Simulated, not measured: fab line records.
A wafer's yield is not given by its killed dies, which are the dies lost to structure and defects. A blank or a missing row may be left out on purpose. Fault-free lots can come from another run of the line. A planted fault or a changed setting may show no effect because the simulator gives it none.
Which tool did it? -- flow berkeley_cmos170 -- Sampling: 7 lots, 21 wafers, 2 of 331 route steps

== WHAT THE GAUGES SHOWED, per wafer ==
UCB170_PVT_TW_MEAS_09.
lot,measured,on,PVT_TW
L915,day 6 02:23,film_metro-02,504.5 504.3 505.1
L917,day 7 00:02,film_metro-02,506.5 507.9 507.6
L920,day 7 07:43,film_metro-02,510.9 507.5 508.6
L925,day 8 06:20,film_metro-02,508.3 508.2 506.3
L926,day 8 12:19,film_metro-04,574.5 578.4 574.3
L932,day 9 17:58,film_metro-02,510.9 511.3 508.9
L937,day 10 22:22,film_metro-02,508.1 510.8 509.7

== TOOL THAT RAN EACH LOT (tool first, then ch and the chambers of the sampled wafers, then the start) ==
lot,UCB170_PVT_IMPLANT_07
L915,"implanter-01 ch 0, day 6 02:08"
L917,"implanter-01 ch 0, day 6 23:50"
L920,"implanter-04 ch 0, day 7 07:28"
L925,"implanter-04 ch 0, day 8 06:07"
L926,"implanter-01 ch 0, day 8 12:05"
L932,"implanter-03 ch 0, day 9 17:45"
L937,"implanter-04 ch 0, day 10 22:07"
- UCB170_PVT_IMPLANT_07

== THE ANSWER, worked out from the rows above alone ==
Rule: the lots themselves supply what counts as usual. Put in order of their means at a reading, lots are off if they are a third of the lots or fewer, leave a main group of 4 or more, and stand apart from it by a gap of 3 or more times the standard deviation of the main group's means; of several such gaps the widest counts. A main group whose means are all the same, to the digits that the tables above print for the reading, isn't used. Also off: a lot with no number at a reading for which 4 or more lots have one. All remaining lots with rows at the step are treated as sound.
Off: L926, at UCB170_PVT_TW_MEAS_09 (PVT_TW). For the main group the mean is 508.1 and the standard deviation 1.9.
A tool fits if, at a process step before that reading, it ran every lot that is off, and no sound lot after the first of them. Gauges at UCB170_PVT_TW_MEAS_09: tried the same way as those tools. Can't be told from this: 2 tools fit, implanter-01 at UCB170_PVT_IMPLANT_07, film_metro-04 at UCB170_PVT_TW_MEAS_09.

== WHAT WAS PUT IN BY THE SIMULATOR ==
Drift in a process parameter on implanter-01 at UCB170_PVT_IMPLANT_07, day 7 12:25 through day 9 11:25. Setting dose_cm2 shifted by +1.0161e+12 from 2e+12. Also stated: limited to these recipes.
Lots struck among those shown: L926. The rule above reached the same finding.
